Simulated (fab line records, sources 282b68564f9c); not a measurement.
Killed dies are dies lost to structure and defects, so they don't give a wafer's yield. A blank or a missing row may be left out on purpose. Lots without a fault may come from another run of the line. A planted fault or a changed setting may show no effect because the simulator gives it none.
Which tool did it? | flow rit_cmos | 7 lots, 21 wafers sampled, at 2 steps of a route of 202

WHAT THE GAUGES READ, wafer by wafer
RIT_CONTACT_THK_MEAS_01.
lot  | measured    | on            | CONTACT_TEOS_THK (nm)
L170 | day 3 19:53 | film_metro-02 | 394 406 407
L172 | day 4 08:26 | film_metro-04 | 402 399 401
L174 | day 4 20:43 | film_metro-04 | 401 400 411
L181 | day 6 08:11 | film_metro-02 | 400 394 401
L183 | day 6 15:48 | film_metro-01 | 393 395 391
L187 | day 7 12:47 | film_metro-04 | 402 403 404
L190 | day 8 12:57 | film_metro-04 | 400 399 399

WHICH TOOL RAN EACH LOT (tool, then ch and the chambers of the sampled wafers, then the start)
lot  | RIT_CONTACT_CVD_00
L170 | pecvd-03 ch 0,1,2, day 3 19:50
L172 | pecvd-04 ch 0,1,2, day 4 08:23
L174 | pecvd-01 ch 1,2, day 4 20:40
L181 | pecvd-03 ch 0,1, day 6 08:08
L183 | pecvd-04 ch 0,1,2, day 6 15:45
L187 | pecvd-04 ch 0,1,2, day 7 12:43
L190 | pecvd-04 ch 0,1,2, day 8 12:54
- RIT_CONTACT_CVD_00: deposits SiO2 from TEOS, target thk 400 nm, time 61 s.

THE ANSWER, worked out from the rows above alone
Rule: what is usual is taken from the lots themselves. Put in order of their means at a reading, lots are off if they are a third of the lots or fewer, leave a main group of 4 or more, and stand apart from it by a gap of 3 or more times the standard deviation of the main group's means; of several such gaps the widest counts. A main group whose means are all the same, to the digits that the tables above print for the reading, isn't used. A lot without any number at a reading at which 4 lots or more have one is off too. The other lots that the step has rows for count as sound.
No lot is off at any reading shown: from this, nothing can be told.

WHAT THE SIMULATOR HAD PUT IN
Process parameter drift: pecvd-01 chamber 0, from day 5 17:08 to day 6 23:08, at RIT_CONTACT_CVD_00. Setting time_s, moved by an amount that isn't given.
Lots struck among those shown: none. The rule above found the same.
